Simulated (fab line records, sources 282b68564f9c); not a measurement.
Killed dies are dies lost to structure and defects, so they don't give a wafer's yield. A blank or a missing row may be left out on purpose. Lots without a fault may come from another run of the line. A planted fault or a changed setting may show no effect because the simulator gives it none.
A struck lot beside a sound one | flow rit_cmos | 15 steps out of a route of 202
Sound: wafers L705.2, L705.4, L705.5. Struck: wafers L713.1, L713.4, L713.5. The cause comes at the end.
At each step with rows: each side's tool, then ch and its chambers, then its first start. Under that, the readings that differ: sound wafers | struck wafers | difference of the means | sigmas: that difference in standard deviations of wafers without a fault.
alike: readings whose means differ by less than 2 such deviations, and words and numbers that are the same on both sides. not compared: withheld readings, readings that some wafer has no value for, bounds like >300 that may hide the same value, and numbers for which the record gives no deviation and whose values overlap.
The two part at a step that has a row with sigmas, a row that says differs or no value, or rows on one side only. Numbers that don't overlap but have no deviation are shown without sigmas and don't part them. A reading that every wafer of one side lacks parts them only if that side has two wafers or more.

RIT_M1_SPUTTER_00: material Al, target thk 400 nm, time 500 s.
  sound on pvd_sputter-02, day 3 13:09; struck on pvd_sputter-02, day 5 06:19
  alike: throttle_valve_pct
RIT_M1_RS_MEAS_01: measures by four-point-probe.
  sound on film_metro-02, day 3 13:28; struck on film_metro-02, day 5 06:37
  alike: M1_AL_RS
RIT_M1_THK_MEAS_02: measures by xrf.
  sound on film_metro-02, day 3 13:34; struck on film_metro-02, day 5 06:44
  alike: M1_AL_THK
then, 6 steps without rows for these wafers: RIT_M1_HMDS_03 (prime time 60 s); RIT_M1_COAT_04 (resist thk 1300 nm); RIT_M1_SOFTBAKE_05 (time 60 s); RIT_M1_EXPOSE_06 (exposes mask M12, target cd 2600 nm); RIT_M1_PEB_07; RIT_M1_DEVELOP_08 (develop time 68 s).
RIT_M1_CD_MEAS_09: target cd 2600 nm.
  sound on cd_sem-02, day 3 14:40; struck on cd_sem-02, day 5 07:59
  alike: cd_nm
RIT_M1_OVL_MEAS_10:
  sound on overlay-01, day 3 14:46; struck on overlay-02, day 5 08:07
  alike: M1_OVL
then, 1 step without rows for these wafers: RIT_M1_HARDBAKE_11 (time 120 s).
RIT_M1_METAL_ETCH_12: etches Al in Cl2/BCl3, stops on SiO2, time 165 s, target depth 600 nm.
  sound on rie_metal-02 ch 1, day 3 15:02; struck on rie_metal-02 ch 1, day 5 08:24
  reading                                  | sound             | struck            | difference | sigmas
  oes_product_au (a.u.)                    | 0.772 0.774 0.777 | 0.987 0.995 0.989 | +0.216     | +15
  run_length_s (s)                         | 193.1 193.0 193.0 | 154.9 154.9 154.9 | -38.1      | -56
  model.NOVOLAK_of_M1_COAT_04.thk_nm (nm)  | 801.4 806.1 807   | 896.3 891.8 892.1 | +88.6      |
  model.SiO2_of_CONTACT_CVD_00.thk_nm (nm) | 353.1 359.5 360.6 | 368.8 375 377.6   | +16.1      |
  model.M1.feature_depth_nm (nm)           | 432.9 431.8 433.4 | 426.5 425.3 425.2 | -7.0       |
  alike: drypump_motor_current_A, throttle_valve_pct
  not compared: rf_hours_counter_h
then, 1 step without rows for these wafers: RIT_M1_STRIP_13 (strips in nmp, time 600 s).
RIT_M1_PROBE_99:
  sound on prober-01, day 3 17:21; struck on prober-01, day 5 10:58
  reading                                        | sound                      | struck                       | difference | sigmas
  model.etest.tester.sort_n_pass                 | 258 255 258                | 0 0 0                        | -257       |
  model.etest.tester.sort_yield_pct (%)          | 97.73 96.59 97.73          | 0 0 0                        | -97        |
  model.etest.m1_comb_over_steps.leak_log10_a_um | -12.8 -12.73 -12.79        | -8.325 -8.396 -8.318         | +4.427     |
  model.etest.ring.quiet_log10_a (angstrom)      | -7.427 -7.71 -7.432        | -6.483 -6.578 -6.567         | +0.980     |
  model.etest.antenna_m1.vt_shift_v (V)          | -0.01196 -0.01153 -0.01745 | -0.007151 -0.005996 0.002325 | +0.010039  |
  alike: defect_limited_yield, killed_at_contacts, killed_at_front_end, killed_dies, killed_open, killed_short

WHERE THEY PART
Only at RIT_M1_METAL_ETCH_12, within this record. Later steps at which nothing parts them and some readings are alike: RIT_M1_PROBE_99.

WHY: what the simulator had put in
Process parameter drift: rie_metal-02, from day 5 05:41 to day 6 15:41, at RIT_M1_METAL_ETCH_12. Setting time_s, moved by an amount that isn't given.
